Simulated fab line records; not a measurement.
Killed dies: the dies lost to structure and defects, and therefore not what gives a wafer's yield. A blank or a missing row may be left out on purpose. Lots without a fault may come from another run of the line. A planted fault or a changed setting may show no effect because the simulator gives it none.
What tool caused it? -- flow rit-cmos -- 21 wafers from 7 lots sampled at 2 of the route's 202 steps

== WHAT EACH GAUGE READ, for each wafer ==
RIT_FOX2_THK_MEAS_01.
lot,measured,on,FOX2_OXIDE_THK (nm)
L291,day 1 23:19,film-metro-04,348 349 343
L294,day 2 15:24,film-metro-04,354 356 360
L296,day 3 02:11,film-metro-01,340 354 354
L298,day 3 10:32,film-metro-01,450 445 444
L305,day 4 23:38,film-metro-03,356 354 358
L307,day 5 07:28,film-metro-03,354 359 357
L312,day 6 09:23,film-metro-04,352 359 356

== WHAT TOOL EACH LOT RAN ON (gives the tool, then ch and the chambers of the sampled wafers, and finally the start) ==
lot,RIT_FOX2_OXIDATION_00
L291,"furnace-03 ch 0, day 1 22:00"
L294,"furnace-01 ch 0, day 2 14:05"
L296,"furnace-02 ch 0, day 3 00:51"
L298,"furnace-01 ch 0, day 3 09:11"
L305,"furnace-03 ch 0, day 4 22:19"
L307,"furnace-03 ch 0, day 5 06:08"
L312,"furnace-02 ch 0, day 6 08:04"
- RIT_FOX2_OXIDATION_00: target thk 350.7 nm, ox time 1130 s.

== THE ANSWER, worked out from the rows above alone ==
Rule: usual is defined by the lots themselves. Put in order of their means at a reading, lots are off if they are a third of the lots or fewer, leave a main group of 4 or more, and stand apart from it by a gap of 3 or more times the standard deviation of the main group's means; of several such gaps the widest counts. A main group whose means are all the same, to the digits that the tables above print for the reading, isn't used. Also off: a lot with no number at a reading for which 4 or more lots have one. All remaining lots with rows at the step are treated as sound.
Off: L298, at RIT_FOX2_THK_MEAS_01 (FOX2_OXIDE_THK). Main group: mean 354 nm, sd 4.
A tool fits if, at a process step before that reading, it ran every lot that is off, and no sound lot after the first of them. Gauges at RIT_FOX2_THK_MEAS_01: tried the same way as those tools. Undecided on this evidence; 2 tools fit (furnace-01 at RIT_FOX2_OXIDATION_00, film-metro-01 at RIT_FOX2_THK_MEAS_01).

== WHAT WAS PUT IN BY THE SIMULATOR ==
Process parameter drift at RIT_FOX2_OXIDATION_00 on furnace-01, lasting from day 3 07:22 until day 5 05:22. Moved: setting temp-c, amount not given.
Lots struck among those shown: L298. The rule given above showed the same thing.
